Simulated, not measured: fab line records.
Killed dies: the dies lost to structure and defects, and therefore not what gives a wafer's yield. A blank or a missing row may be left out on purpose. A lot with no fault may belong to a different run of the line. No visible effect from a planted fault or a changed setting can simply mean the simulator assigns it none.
Split-lot trial | flow rit_cmos | route with 202 steps; 5 lots, 23 wafers read

== SPLIT DETAILS ==
At RIT_M1_METAL_ETCH_12 (etches Al in Cl2/BCl3, stops on SiO2, time 165 s, target depth 600 nm), the setting rf_w was moved away from the recipe's 250 W on 7 of the 23 wafers read, by -8.0% to +7.7%. All remaining wafers had this setting at the recipe value.

The reading comes from the split's own step.

== THE READING ==
NOVOLAK_of_M1_COAT_04.thk_nm (the simulator's own value, which no gauge read), in nm, at RIT_M1_METAL_ETCH_12 (etches Al in Cl2/BCl3, stops on SiO2, time 165 s, target depth 600 nm). The file gives no usual value for it. Here, 16 wafers ran the recipe; their average is 808.8 nm with a standard deviation of 7.4 nm.

wafer  | tool, chamber at the split | rf_w as run, W | against the recipe | NOVOLAK_of_M1_COAT_04.thk_nm, nm | against lot-mates on the recipe
L076.1 | rie_metal-03, 1            | 230.1          | -8.0%              | 861                              | +43.1
L076.2 | rie_metal-03, 0            | 250            | recipe             | 833.5                            | -
L076.3 | rie_metal-03, 0            | 250            | recipe             | 810.4                            | -
L076.5 | rie_metal-03, 1            | 250            | recipe             | 809.7                            | -
L076.6 | rie_metal-03, 0            | 230.1          | -8.0%              | 862.2                            | +44.3
L079.1 | rie_metal-03, 1            | 250            | recipe             | 802.1                            | -
L079.2 | rie_metal-03, 0            | 269.2          | +7.7%              | 784.2                            | -22.3
L079.3 | rie_metal-03, 0            | 250            | recipe             | 814                              | -
L079.4 | rie_metal-03, 1            | 250            | recipe             | 803.3                            | -
L079.6 | rie_metal-03, 0            | 269.2          | +7.7%              | 777.1                            | -29.4
L082.1 | rie_metal-03, 1            | 250            | recipe             | 811.3                            | -
L082.2 | rie_metal-03, 0            | 250            | recipe             | 803.5                            | -
L082.3 | rie_metal-03, 1            | 250            | recipe             | 812.1                            | -
L082.4 | rie_metal-03, 0            | 250            | recipe             | 805.5                            | -
L082.6 | rie_metal-03, 0            | 250            | recipe             | 805.3                            | -
L084.1 | rie_metal-04, 1            | 269.1          | +7.6%              | 785.8                            | -23.4
L084.3 | rie_metal-04, 0            | 250            | recipe             | 809.2                            | -
L084.4 | rie_metal-04, 1            | 269.1          | +7.6%              | 787                              | -22.2
L084.5 | rie_metal-04, 1            | 269.1          | +7.6%              | 784.8                            | -24.4
L084.6 | rie_metal-04, 0            | 250            | recipe             | 809.1                            | -
L085.1 | rie_metal-03, 0            | 250            | recipe             | 801.6                            | -
L085.5 | rie_metal-03, 0            | 250            | recipe             | 802.4                            | -
L085.6 | rie_metal-03, 1            | 250            | recipe             | 808.4                            | -

FIT RESULTS
A straight line over all 23 wafers: NOVOLAK_of_M1_COAT_04.thk_nm changes by -4.47 nm for each +1% of rf_w; r = -0.91; the points scatter about the line by 8.9 nm.
The same after taking each lot's own level away (the mean of its wafers on the recipe; 23 wafers): -4 nm for each +1%; r = -0.93; scatter 6.6 nm.
That fit puts the effect of the largest move of rf_w on the reading at 32 nm.
The span of the lots' own levels, 804.13 to 817.87 nm, comes to 1.9 times the standard deviation stated above.
In other words, the slope is changed by the lot-to-lot level; the two fits disagree.
Check: +31.4 nm against its lot-mates is what the line predicts for one of the wafers moved furthest among these (-8.0%) when that wafer is left out of the fit. It came out at +43.1 nm against them.

== OTHER SPLITS ON THESE WAFERS ==
Other splits were also applied to these wafers ahead of the reading. Each is held against what the fit with the lots' levels taken away leaves over:
other split on the same wafers | wafers away from the commonest value | r with NOVOLAK_of_M1_COAT_04.thk_nm (lot level and that fit taken away)
RIT_PSD_SOFTBAKE_02 temp_c     | 8                                    | +0.15
RIT_SDANNEAL_RTA_03 time_s     | 7                                    | -0.16
RIT_SILICIDE_SPUTTER_01 time_s | 8                                    | -0.17
RIT_M1_COAT_04 spin_rpm        | 6                                    | -0.67

== THE FILE'S OWN FIT ==
NOVOLAK_of_M1_COAT_04.thk_nm changes by -4.01 nm for each +1% of rf_w, r = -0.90.
